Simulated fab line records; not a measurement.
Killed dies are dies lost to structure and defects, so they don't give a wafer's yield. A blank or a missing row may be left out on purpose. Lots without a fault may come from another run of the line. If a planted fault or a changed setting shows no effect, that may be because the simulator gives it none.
Problem report in the 8D (eight disciplines) form, filled by code :: flow rit_cmos :: the parts of the form that need people (team, actions taken, sign-off) are left out

1. PROBLEM STATEMENT
Mean of spin_speed_rpm at RIT_PRETRO_COAT_01: 1859.3 rpm across 9 wafers in 3 lots; on wafers with no fault it is 1999.9 rpm (standard deviation 1.1). That is -99 or more standard deviations from the usual mean.
The step: resist thk 1300 nm.
The first sign was on wafer L939.3 at day 4 22:01, on litho_track-03. Wafers with a number at this step in the record: 45, from 15 lots. The rule behind "out" and "out of limits": a value lying over 4 standard deviations away from the usual mean. All remaining wafers that have a number are taken as sound.

2. WHAT IT IS, AND WHAT IT ISN'T
question: which readings at this step
is: spin_speed_rpm
is not: resist_line_temp_C

question: which lots
is: L939, L940, L941
is not: L928, L929, L930, L931, L936, L937, L938, L945, L946, L947, L948, L949

question: which wafers of those lots
is: all that have a number
is not: -

question: read on which tools
is: litho_track-03
is not: litho_track-01, litho_track-02

question: when
is: from day 4 22:01
is not: up to then (21 sound wafers); but 15 sound wafers of L945, L946, L947, L948, L949 came after

3. WHAT RULES OUT EACH SUSPECT
Counting: a tool stays on the suspect list if, at a process step up to the reading, it processed all lots that are out and no sound lot following the first of them.
- litho_track-03 at RIT_PRETRO_COAT_01 (resist thk 1300 nm): kept. It processed each lot that is out, first L939 at day 4 22:01, and no sound lot thereafter; up to then, the last sound lot it processed was L936 at day 4 07:14. On those wafers its own readings are out: spin_speed_rpm.
After counting, what remains is litho_track-03 at RIT_PRETRO_COAT_01.

4. THE CAUSE (what the simulator had put in)
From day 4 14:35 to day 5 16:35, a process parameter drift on litho_track-03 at RIT_PRETRO_COAT_01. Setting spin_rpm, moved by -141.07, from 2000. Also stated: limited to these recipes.
Only this tool survived the counting.

5. THE CHAIN OF EFFECTS, in route order
Rows list readings where the struck wafers' mean (over those with a number) sits beyond 3 standard deviations from the usual. Readings are gone through only where the record gives a usual standard deviation; hours: the median, over the lots, of the time from a lot's start at the first step in this table giving one to that lot's start at this step; sigmas: the change measured in usual standard deviations.
hours: 0
step: RIT_PRETRO_COAT_01
reading: spin_speed_rpm
usual: 1999.9 rpm
on struck wafers: 1859.3
change: -140.6
sigmas: -99 or more
It contains these process steps:
- RIT_PRETRO_COAT_01: resist thk 1300 nm.

6. HOW IT WOULD HAVE BEEN CAUGHT EARLIER
In this record the first reading out of limits was taken at day 4 22:01, 7 hours after the fault began at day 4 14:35.
